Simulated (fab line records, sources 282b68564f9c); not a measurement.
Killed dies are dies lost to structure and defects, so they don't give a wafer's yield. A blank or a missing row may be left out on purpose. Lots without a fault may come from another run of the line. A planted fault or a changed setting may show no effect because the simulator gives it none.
Which tool did it? | flow rit_cmos | 13 lots, 39 wafers sampled, at 2 steps of a route of 202

WHAT THE GAUGES READ, wafer by wafer
RIT_SDANNEAL_RS_MEAS_04: measures by four-point-probe.
lot  | measured    | on            | PSD_RS (ohm/sq)
L296 | day 3 03:44 | film_metro-01 | 114.91 114.90 115.10
L297 | day 3 10:52 | film_metro-01 | 114.98 114.87 114.53
L303 | day 4 16:58 | film_metro-03 | 114.35 114.68 114.79
L305 | day 5 01:55 | film_metro-02 | 114.97 115.29 114.96
L306 | day 5 08:58 | film_metro-01 | 114.97 115.25 114.98
L307 | day 5 14:49 | film_metro-01 | 114.76 115.16 114.90
L308 | day 5 20:15 | film_metro-01 | 115.74 115.39 115.29
L310 | day 6 05:23 | film_metro-01 | 115.03 115.40 115.34
L312 | day 6 12:37 | film_metro-01 | 115.44 115.56 115.42
L314 | day 7 01:22 | film_metro-01 | 115.29 114.92 114.99
L316 | day 7 08:10 | film_metro-02 | 115.30 115.45 115.16
L318 | day 7 20:35 | film_metro-02 | 114.86 115.07 114.66
L319 | day 7 22:16 | film_metro-03 | 114.69 114.89 114.96

WHICH TOOL RAN EACH LOT (tool, then ch and the chambers of the sampled wafers, then the start)
lot  | RIT_SDANNEAL_RTA_03
L296 | rtp_anneal-01 ch 0, day 3 03:40
L297 | rtp_anneal-02 ch 0, day 3 10:47
L303 | rtp_anneal-02 ch 0, day 4 16:53
L305 | rtp_anneal-02 ch 0, day 5 01:51
L306 | rtp_anneal-01 ch 0, day 5 08:53
L307 | rtp_anneal-02 ch 0, day 5 14:44
L308 | rtp_anneal-01 ch 0, day 5 20:11
L310 | rtp_anneal-01 ch 0, day 6 05:19
L312 | rtp_anneal-01 ch 0, day 6 12:32
L314 | rtp_anneal-01 ch 0, day 7 01:18
L316 | rtp_anneal-01 ch 0, day 7 08:05
L318 | rtp_anneal-01 ch 0, day 7 20:31
L319 | rtp_anneal-02 ch 0, day 7 22:10
- RIT_SDANNEAL_RTA_03: time 5 s.

WHAT THE TOOLS THEMSELVES READ (means of the sampled wafers that have a number; where no wafer has one, the mark that the record gives instead)
RIT_SDANNEAL_RTA_03.
lot  | tool          | chamber_o2_ppm | wafer_temp_C_max
L296 | rtp_anneal-01 | 1.977          | 1052.6
L297 | rtp_anneal-02 | 2.012          | 1053.2
L303 | rtp_anneal-02 | 1.975          | 1052.5
L305 | rtp_anneal-02 | 1.974          | 1054.3
L306 | rtp_anneal-01 | 2.012          | 1052.2
L307 | rtp_anneal-02 | 2.002          | 1054.2
L308 | rtp_anneal-01 | 2.018          | 1053.6
L310 | rtp_anneal-01 | 1.999          | 1054.0
L312 | rtp_anneal-01 | 1.983          | 1054.5
L314 | rtp_anneal-01 | 1.999          | 1053.9
L316 | rtp_anneal-01 | 1.992          | 1054.2
L318 | rtp_anneal-01 | 2.025          | 1054.0
L319 | rtp_anneal-02 | 1.964          | 1053.0

THE ANSWER, worked out from the rows above alone
Rule: what is usual is taken from the lots themselves. Put in order of their means at a reading, lots are off if they are a third of the lots or fewer, leave a main group of 4 or more, and stand apart from it by a gap of 3 or more times the standard deviation of the main group's means; of several such gaps the widest counts. A main group whose means are all the same, to the digits that the tables above print for the reading, isn't used. A lot without any number at a reading at which 4 lots or more have one is off too. The other lots that the step has rows for count as sound. The gauges are gone through in route order, then the tools' own readings, and for those a lot's mean is taken as printed above. The first step at which some lot is off is used, and at that step the reading that is off furthest; a lot without a number counts as furthest.
No lot is off at any reading shown: from this, nothing can be told.

WHAT THE SIMULATOR HAD PUT IN
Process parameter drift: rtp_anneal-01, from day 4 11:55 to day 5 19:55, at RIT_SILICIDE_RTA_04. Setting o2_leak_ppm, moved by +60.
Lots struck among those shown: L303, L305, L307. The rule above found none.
